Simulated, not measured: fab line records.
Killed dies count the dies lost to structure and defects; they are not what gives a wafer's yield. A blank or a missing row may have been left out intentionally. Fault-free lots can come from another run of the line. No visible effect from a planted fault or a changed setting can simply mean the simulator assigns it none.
Which tool did it?    flow rit-cmos    39 wafers from 13 lots sampled at 2 of the route's 202 steps

== WHAT THE GAUGES READ, wafer by wafer ==
RIT_GATE_THK_MEAS_09.
lot   measured     on             GATE_POLY_THK (nm)
L900  day 2 23:34  film-metro-02  253.6 252.4 252.2
L901  day 3 03:44  film-metro-02  252.7 249.9 251.6
L902  day 3 07:46  film-metro-02  251.4 250.7 252.4
L903  day 3 12:04  film-metro-01  250.2 250.0 250.9
L904  day 3 16:58  film-metro-01  250.0 251.7 253.7
L905  day 3 22:30  film-metro-04  250.6 251.3 250.5
L909  day 4 20:02  film-metro-02  250.5 248.7 250.9
L911  day 5 05:26  film-metro-04  249.1 248.4 248.6
L914  day 5 20:34  film-metro-04  252.0 250.6 249.7
L918  day 6 15:41  film-metro-01  195.2 195.3 197.5
L919  day 6 21:09  film-metro-02  251.7 252.3 251.6
L920  day 7 02:22  film-metro-01  249.2 248.8 248.9
L921  day 7 07:06  film-metro-04  252.0 252.8 252.1

== WHAT TOOL EACH LOT RAN ON (gives the tool, then ch and the chambers of the sampled wafers, and finally the start) ==
lot   RIT_GATE_CVD_08
L900  lpcvd-02 ch 0, day 2 21:57
L901  lpcvd-02 ch 0, day 3 02:07
L902  lpcvd-01 ch 0, day 3 06:09
L903  lpcvd-02 ch 1, day 3 10:26
L904  lpcvd-01 ch 1, day 3 15:20
L905  lpcvd-02 ch 1, day 3 20:53
L909  lpcvd-01 ch 0, day 4 18:25
L911  lpcvd-02 ch 1, day 5 03:49
L914  lpcvd-02 ch 0, day 5 18:56
L918  lpcvd-02 ch 1, day 6 14:04
L919  lpcvd-01 ch 1, day 6 19:31
L920  lpcvd-01 ch 0, day 7 00:44
L921  lpcvd-01 ch 0, day 7 05:28
- RIT_GATE_CVD_08: deposits poly-Si from SiH4, target thk 250 nm, time 2220 s.

== AS READ BY THE TOOLS THEMSELVES (means over the sampled wafers that have a number; for cases with no such wafer, the mark the record gives instead) ==
RIT_GATE_CVD_08.
lot   tool      spike-tc-centre-C (C)  spike-tc-load-C (C)  spike-tc-source-C (C)
L900  lpcvd-02  613.2                  637.0                632.6
L901  lpcvd-02  613.7                  636.8                632.6
L902  lpcvd-01  612.4                  632.3                631.7
L903  lpcvd-02  612.8                  630.4                630.0
L904  lpcvd-01  613.6                  628.8                630.0
L905  lpcvd-02  612.4                  630.3                631.6
L909  lpcvd-01  613.3                  632.4                632.8
L911  lpcvd-02  611.7                  629.5                629.6
L914  lpcvd-02  611.9                  634.9                632.5
L918  lpcvd-02  602.3                  620.4                619.8
L919  lpcvd-01  613.5                  629.6                629.7
L920  lpcvd-01  613.0                  632.9                631.2
L921  lpcvd-01  613.0                  632.7                632.2

== THE ANSWER, worked out from the rows above alone ==
Rule: the lots themselves supply what counts as usual. The widest of any qualifying gaps counts: lots, ordered by their means at a reading, are off when they make up no more than a third of the lots, leave a main group of 4 or more, and stand apart from it by 3 or more times the standard deviation of that group's means. If all means in a main group match to the digits the tables above print for the reading, that group is not used. Also off: a lot with no number at a reading for which 4 or more lots have one. Where the step has rows for the other lots, those lots are counted as sound. Order of review: gauges by route order, followed by the tools' own readings, for which a lot's mean as printed above is used. The first step at which some lot is off is used, and at that step the reading that is off furthest; a lot without a number counts as furthest.
Off: L918, at RIT_GATE_THK_MEAS_09 (GATE_POLY_THK). Mean 250.9 nm and standard deviation 1.2 in the main group.
If a tool, at a process step before that reading, ran all the lots that are off and no sound lot after the first of them, it fits. Not tried: the gauges at RIT_GATE_THK_MEAS_09; whatever is off there is also off at RIT_GATE_CVD_08, on other tools, and gauge error can't account for it. One candidate fits, namely lpcvd-02 at RIT_GATE_CVD_08. A fault onset in the window from L914 (day 5 18:56, its last sound lot) to L918 (day 6 14:04, its first lot off) fits.
The tool's own readings at RIT_GATE_CVD_08 bear it out: on the lots that are off they differ by more than 5 times the standard deviation of the sound lots' means. spike-tc-centre-C reads 602.3 C there against 612.9 C on the sound lots; spike-tc-source-C reads 619.8 C there against 631.4 C on the sound lots.

== WHAT THE SIMULATOR HAD INSERTED ==
lpcvd-02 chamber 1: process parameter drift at RIT_GATE_CVD_08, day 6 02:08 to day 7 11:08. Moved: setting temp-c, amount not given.
Lots struck among those shown: L918. Same finding as the rule above.
